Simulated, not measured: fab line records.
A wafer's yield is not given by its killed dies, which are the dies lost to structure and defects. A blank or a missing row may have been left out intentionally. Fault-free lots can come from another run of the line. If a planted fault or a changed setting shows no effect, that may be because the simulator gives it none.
Code-filled problem report in 8D (eight disciplines) form -- flow berkeleyCmos170 -- the parts of the form that need people (team, actions taken, sign-off) are left out

== 1. WHAT IS WRONG ==
Across 6 wafers from 2 lots, PLDD_TW at UCB170_PLDD_TW_MEAS_11 averages 1059, while fault-free wafers read 1009 with a standard deviation of 7.6. Relative to the usual mean, that is a shift of +6.6 standard deviations.
Seen first at day 10 05:29 on filmMetro-01, wafer L839.2. The record holds 42 wafers of 14 lots with a number at this step. Rule for "out", or "out of limits": more than 4 standard deviations from the usual mean. The rest of the wafers with a number are treated as sound.

== 2. WHAT IT IS; WHAT IT IS NOT ==
question,is,is not
which readings at this step,PLDD_TW,-
which lots,"L839, L844","L824, L825, L826, L827, L828, L829, L830, L832, L834, L835, L845, L847"
which wafers of those lots,all that have a number,-
read on which gauges,"filmMetro-01, filmMetro-02",filmMetro-04
when,from day 10 05:29,"up to then (30 sound wafers); but 6 sound wafers of L845, L847 came after"

== 3. THE SUSPECTS, EACH WITH WHAT RULES IT OUT ==
Counting: any tool at a process step up to the reading is kept as a suspect provided that every lot that is out went through it and no sound lot did after the first of them.
- the gauge at UCB170_PLDD_TW_MEAS_11 has been ruled out. Those wafers that are out were read across 2 gauges (filmMetro-01, filmMetro-02).
- implanter-01 at UCB170_PLDD_IMPLANT_08: kept. It ran every lot that is out, first L839 (day 10 05:06), and no sound lot after that; its last sound lot up to then is L834 (day 9 09:14). Out on those wafers are its own readings of beamOnS, doseIonsCm2, faradayCurrentUA.
Remaining after the count: implanter-01 at UCB170_PLDD_IMPLANT_08.

== 4. THE CAUSE (what the simulator had put in) ==
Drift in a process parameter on implanter-01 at UCB170_PLDD_IMPLANT_08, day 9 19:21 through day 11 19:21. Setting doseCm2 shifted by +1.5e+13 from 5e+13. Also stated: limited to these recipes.
The count eliminated every tool but this one.

== 5. THE CHAIN OF EFFECTS, in route order ==
Rows list readings where the struck wafers' mean (over those with a number) sits beyond 3 standard deviations from the usual. Only readings whose record carries a usual standard deviation are examined. hours: median over the lots of the time between each lot's start at the first step of this table that gives one and its start at this step. sigmas: the change, counted in usual standard deviations.
hours,step,reading,usual,on struck wafers,change,sigmas
0,UCB170_PLDD_IMPLANT_08,beamOnS,9.98 s,11.22,+1.24,+6.5
0,UCB170_PLDD_IMPLANT_08,doseIonsCm2,5.001e+13,6.499e+13,+1.498e+13,+99 or more
0,UCB170_PLDD_IMPLANT_08,faradayCurrentUA,158.9,183.7,+24.8,+8.3
0,UCB170_PLDD_TW_MEAS_11,PLDD_TW,1009,1059,+50,+6.6
17,UCB170_SDANNEAL_RS_MEAS_04,PLDD_RS,1030.9 ohm/sq,922.1,-108.8,-38
Process steps it contains:
- UCB170_PLDD_IMPLANT_08

== 6. HOW IT WOULD HAVE BEEN CAUGHT EARLIER ==
The first out-of-limits reading at a measuring or inspecting step in this record came at day 10 05:29, 10 hours after the fault's start at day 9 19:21.
Tool's own readings at UCB170_PLDD_IMPLANT_08, beamOnS, doseIonsCm2, faradayCurrentUA: out on all struck wafers the step has rows for; an alarm limit on them would have tripped on the first.
Of the lots that are out (2), L844 began UCB170_PLDD_IMPLANT_08 on implanter-01 after day 10 05:29. A tool hold placed at that time would have kept it from harm.
